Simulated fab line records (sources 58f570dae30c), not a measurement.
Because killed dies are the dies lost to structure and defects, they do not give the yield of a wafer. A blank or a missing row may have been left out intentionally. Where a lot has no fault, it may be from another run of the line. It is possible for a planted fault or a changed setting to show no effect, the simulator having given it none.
A struck lot beside a sound one | flow berkeley-cmos170 | 43 out of 331 route steps
Sound: the wafers L665.1, L665.3, L665.5. The struck wafers were L673.2, L673.4, L673.6. The cause comes at the end.
Each step with rows lists, per side, the tool, then ch with its chambers, then its first start. Under that, the readings that differ: sound wafers | struck wafers | difference of the means | sigmas: that difference in standard deviations of wafers without a fault.
alike: readings whose means differ by less than 2 such deviations, and words and numbers that are the same on both sides. not compared: withheld readings, readings that some wafer has no value for, bounds like >300 that may hide the same value, and numbers for which the record gives no deviation and whose values overlap.
Wherever a step has rows on one side only, a row that says differs or no value, or a row with sigmas, the two part there. When numbers do not overlap yet have no deviation, they are printed without sigmas and do not part them. A reading that every wafer of one side lacks parts them only if that side has two wafers or more.

UCB170_SDANNEAL_RTA_01: time 5 s.
  sound on rtp-anneal-02 ch 0, day 8 20:13; struck on rtp-anneal-02 ch 0, day 10 19:34
  alike: lamp-power-pct, wafer_temp_C_max
UCB170_SDANNEAL_RS_MEAS_02: uses a four-point probe to measure.
  sound on film-metro-02 at day 8 20:16; struck on film-metro-02 at day 10 19:38
  reading         | sound             | struck            | difference | sigmas
  PSD_RS (ohm/sq) | 75.04 75.07 75.04 | 76.13 75.99 75.76 | +0.91      | +3
UCB170_SDANNEAL_RS_MEAS_03: uses a four-point probe to measure.
  sound on film-metro-02 at day 8 20:23; struck on film-metro-02 at day 10 19:45
  alike: NSD_RS
UCB170_SDANNEAL_RS_MEAS_04: uses a four-point probe to measure.
  sound on film-metro-02 at day 8 20:31; struck on film-metro-02 at day 10 19:52
  alike: PLDD_RS
UCB170_SDANNEAL_RS_MEAS_05: uses a four-point probe to measure.
  sound on film-metro-02 at day 8 20:38; struck on film-metro-02 at day 10 19:59
  alike: NLDD_RS
then, 1 step without rows for these wafers: UCB170_SILICIDE_PRE_CLEAN_00 (preclean etch time 60 s).
UCB170_SILICIDE_SPUTTER_01: material Ti, target thk 30 nm, time 25 s.
  sound on pvd-sputter-04 at day 8 20:49; struck on pvd-sputter-02 at day 10 20:10
  alike: throttle-valve-pct
UCB170_SILICIDE_RS_MEAS_02: uses a four-point probe to measure.
  sound on film-metro-03 at day 8 20:51; struck on film-metro-02 at day 10 20:13
  reading                 | sound          | struck         | difference | sigmas
  SILICIDE_TI_RS (ohm/sq) | 25.3 25.5 25.6 | 26.5 26.8 26.6 | +1.2       | +3
UCB170_SILICIDE_THK_MEAS_03: measures by xrf.
  sound on film-metro-03 at day 8 20:58; struck on film-metro-02 at day 10 20:19
  reading              | sound          | struck         | difference | sigmas
  SILICIDE_TI_THK (nm) | 30.7 30.5 30.3 | 29.7 29.5 29.7 | -0.9       | -2
UCB170_SILICIDE_RTA_04: time 15 s.
  sound on rtp-anneal-01 ch 0, day 8 21:02; struck on rtp-anneal-02 ch 0, day 10 20:23
  reading            | sound       | struck         | difference | sigmas
  lamp-power-pct (%) | 9.3 9.3 9.3 | 10.0 10.0 10.0 | +0.7       | +2
  alike: wafer_temp_C_max
then, 2 steps without rows for these wafers: UCB170_SILICIDE_WET_ETCH_05 (etches Ti in SPM, time 45 s); UCB170_CONTACT_CLEAN_00 (cleans in SPM, time 600 s).
UCB170_CONTACT_CVD_01: deposits PSG from SiH4/O2/PH3, target thk 700 nm, time 2820 s.
  sound on lpcvd-01 ch 1, day 8 21:20; struck on lpcvd-01 ch 1, day 10 21:23
  reading                                 | sound             | struck            | difference | sigmas
  sih4-flow-sccm (sccm)                   | 59.84 59.86 60.00 | 30.36 30.24 30.19 | -29.64     | -99 or more
  model.PSG_of_CONTACT_CVD_01.thk-nm (nm) | 709.4 709.3 714.2 | 571.8 568.4 569.2 | -141.2     |
  alike: susceptor-temp-C, zone-power-centre-pct
UCB170_CONTACT_THK_MEAS_02:
  sound on film-metro-01 at day 8 23:07; struck on film-metro-04 at day 10 23:25
  reading              | sound       | struck      | difference | sigmas
  CONTACT_PSG_THK (nm) | 709 710 714 | 572 568 569 | -141       | -18
  not compared: hold
then, 2 steps without rows for these wafers: UCB170_CONTACT_COAT_04 (resist thk 900 nm); UCB170_CONTACT_SOFTBAKE_05 (time 60 s).
UCB170_CONTACT_STRIP_06: strips in O2.
  sound on plasma-asher-01 ch 0,1, day 8 23:47; struck on plasma-asher-02 ch 0,1, day 11 01:26
  alike: drypump-motor-current-A, oes-product-au, strip-time-to-endpoint-s
  not compared: rf-hours-counter-h
then, 1 step without rows for these wafers: UCB170_CONTACT_CLEAN_07 (cleans in SPM, time 600 s).
UCB170_CONTACT_RTA_08: time 10 s.
  sound on rtp-anneal-02 ch 0, day 9 00:04; struck on rtp-anneal-02 ch 0, day 11 01:50
  alike: lamp-power-pct, wafer_temp_C_max
then, 6 steps without rows for these wafers: UCB170_CONTACT_COAT_09; UCB170_CONTACT_COAT_10 (resist thk 900 nm); UCB170_CONTACT_SOFTBAKE_11 (time 60 s); UCB170_CONTACT_EXPOSE_12 (exposes mask CONT, target cd 700 nm); UCB170_CONTACT_PEB_13; UCB170_CONTACT_DEVELOP_14 (develop time 45 s).
UCB170_CONTACT_CD_MEAS_15: the cd target is 700 nm.
  sound on cd-sem-02 at day 9 01:26; struck on cd-sem-02 at day 11 03:01
  alike: cd-nm
UCB170_CONTACT_OVL_MEAS_16:
  sound on overlay-02 at day 9 01:33; struck on overlay-02 at day 11 03:07
  alike: CONTACT_OVL
then, 1 step without rows for these wafers: UCB170_CONTACT_ETCH_17 (etches BARC in N2/H2).
UCB170_CONTACT_ETCH_18: etches PSG in CHF3/CF4/Ar, stops on TiSi2, target depth 840 nm, time 195 s.
  sound on rie-diel-04 ch 1,2; struck on rie-diel-01 ch 0,2
  reading                             | sound             | struck            | difference | sigmas
  oes-product-au (a.u.)               | 0.926 0.882 0.932 | 0.798 0.789 0.797 | -0.119     | -7
  model.etch.depth-nm (nm)            | 709.4 709.3 714.2 | 571.8 568.4 569.2 | -141.2     |
  model.CONTACT.feature-depth-nm (nm) | 709.4 709.3 714.2 | 571.8 568.4 569.2 | -141.2     |
  alike: drypump-motor-current-A, throttle-valve-pct
  not compared: rf-hours-counter-h
then, 1 step without rows for these wafers: UCB170_CONTACT_STRIP_19 (strips in O2).
UCB170_CONTACT_CD_MEAS_90: the cd target is 700 nm.
  sound on cd-sem-02 at day 9 01:51; struck on cd-sem-01 at day 11 03:30
  alike: cd-nm
then, 2 steps without rows for these wafers: UCB170_CONTACT_CLEAN_20 (cleans in SPM, time 600 s); UCB170_M1_SPUTTER_00 (material Al, target thk 600 nm, time 80 s).
UCB170_M1_RS_MEAS_01: uses a four-point probe to measure.
  sound on film-metro-02 at day 9 02:13; struck on film-metro-03 at day 11 04:37
  alike: M1_AL_RS
UCB170_M1_THK_MEAS_02: measures by xrf.
  sound on film-metro-02 at day 9 02:20; struck on film-metro-03 at day 11 04:44
  alike: M1_AL_THK
then, 6 steps without rows for these wafers: UCB170_M1_COAT_03; UCB170_M1_COAT_04 (resist thk 900 nm); UCB170_M1_SOFTBAKE_05 (time 60 s); UCB170_M1_EXPOSE_06 (exposes mask METAL1, target cd 700 nm); UCB170_M1_PEB_07; UCB170_M1_DEVELOP_08 (develop time 45 s).
UCB170_M1_METAL_ETCH_12: etches Al in Cl2/BCl3, stops on PSG, target depth 780 nm, time 130 s.
  sound on rie-metal-01 ch 1, day 9 05:31; struck on rie-metal-01 ch 0,1, day 11 06:48
  reading                                 | sound           | struck            | difference | sigmas
  model.PSG_of_CONTACT_CVD_01.thk-nm (nm) | 672.2 671.9 677 | 533.6 531.4 532.3 | -141.3     |
  alike: drypump-motor-current-A, oes-product-au, throttle-valve-pct
  not compared: rf-hours-counter-h
UCB170_M3_PROBE_99:
  rows exist in the record for the struck wafers here (prober-02, day 12 00:47), but not for the sound ones

## WHERE THEY PART
First at UCB170_SDANNEAL_RS_MEAS_02; last, within this record, at UCB170_M3_PROBE_99.

WHY: whatever the simulator had introduced
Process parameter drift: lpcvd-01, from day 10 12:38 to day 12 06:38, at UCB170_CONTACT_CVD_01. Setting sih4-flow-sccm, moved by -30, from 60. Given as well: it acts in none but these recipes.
